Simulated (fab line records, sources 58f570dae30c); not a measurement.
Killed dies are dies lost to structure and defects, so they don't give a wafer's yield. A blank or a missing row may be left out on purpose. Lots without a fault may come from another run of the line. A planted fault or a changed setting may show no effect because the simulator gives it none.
A struck lot beside a sound one | flow berkeley_cmos170 | 14 steps out of a route of 331
Sound: wafers L129.2, L129.4, L129.5. Struck: wafers L137.1, L137.2, L137.6. The cause comes at the end.
At each step with rows: each side's tool, then ch and its chambers, then its first start. Under that, the readings that differ: sound wafers | struck wafers | difference of the means | sigmas: that difference in standard deviations of wafers without a fault.
alike: readings whose means differ by less than 2 such deviations, and words and numbers that are the same on both sides. not compared: withheld readings, readings that some wafer has no value for, bounds like >300 that may hide the same value, and numbers for which the record gives no deviation and whose values overlap.
The two part at a step that has a row with sigmas, a row that says differs or no value, or rows on one side only. Numbers that don't overlap but have no deviation are shown without sigmas and don't part them. A reading that every wafer of one side lacks parts them only if that side has two wafers or more.

UCB170_M2_SPUTTER_01: material Al, target thk 900 nm, time 120 s.
  sound on pvd_sputter-02, day 10 07:19; struck on pvd_sputter-04, day 12 22:25
  alike: throttle_valve_pct
UCB170_M2_RS_MEAS_02: measures by four-point-probe.
  sound on film_metro-02, day 10 07:25; struck on film_metro-02, day 12 22:30
  alike: M2_AL_RS
UCB170_M2_THK_MEAS_03: measures by xrf.
  sound on film_metro-02, day 10 07:32; struck on film_metro-02, day 12 22:37
  alike: M2_AL_THK
then, 3 steps without rows for these wafers: UCB170_M2_HMDS_04 (prime time 60 s); UCB170_M2_COAT_05 (resist thk 900 nm); UCB170_M2_SOFTBAKE_06 (time 60 s).
UCB170_M2_STRIP_07: strips in O2.
  sound on plasma_asher-03 ch 0,1, day 10 08:14; struck on plasma_asher-04 ch 0,1, day 12 23:08
  reading                      | sound             | struck            | difference | sigmas
  strip_time_to_endpoint_s (s) | 21.77 21.88 21.88 | 22.05 22.06 22.12 | +0.23      | +3
  alike: drypump_motor_current_A, oes_product_au
  not compared: rf_hours_counter_h
then, 5 steps without rows for these wafers: UCB170_M2_STRIP_08 (strips KrF in DMSO, time 600 s); UCB170_M2_COAT_09; UCB170_M2_COAT_10 (resist thk 900 nm); UCB170_M2_SOFTBAKE_11 (time 60 s); UCB170_M2_EXPOSE_12 (exposes mask METAL2, target cd 700 nm).
UCB170_M2_PEB_13:
  sound on litho_track-04 ch 0, day 10 09:38; struck on litho_track-03, day 13 01:02
  no value came back on the struck wafers for chill_plate_temp_C (C), exhaust_pa (Pa), plate_temp_C (C); on the sound wafers chill_plate_temp_C (C) reads 23.07 23.20 22.96
then, 1 step without rows for these wafers: UCB170_M2_DEVELOP_14 (develop time 45 s).

WHERE THEY PART
First at UCB170_M2_STRIP_07; last, within this record, at UCB170_M2_PEB_13.

WHY: what the simulator had put in
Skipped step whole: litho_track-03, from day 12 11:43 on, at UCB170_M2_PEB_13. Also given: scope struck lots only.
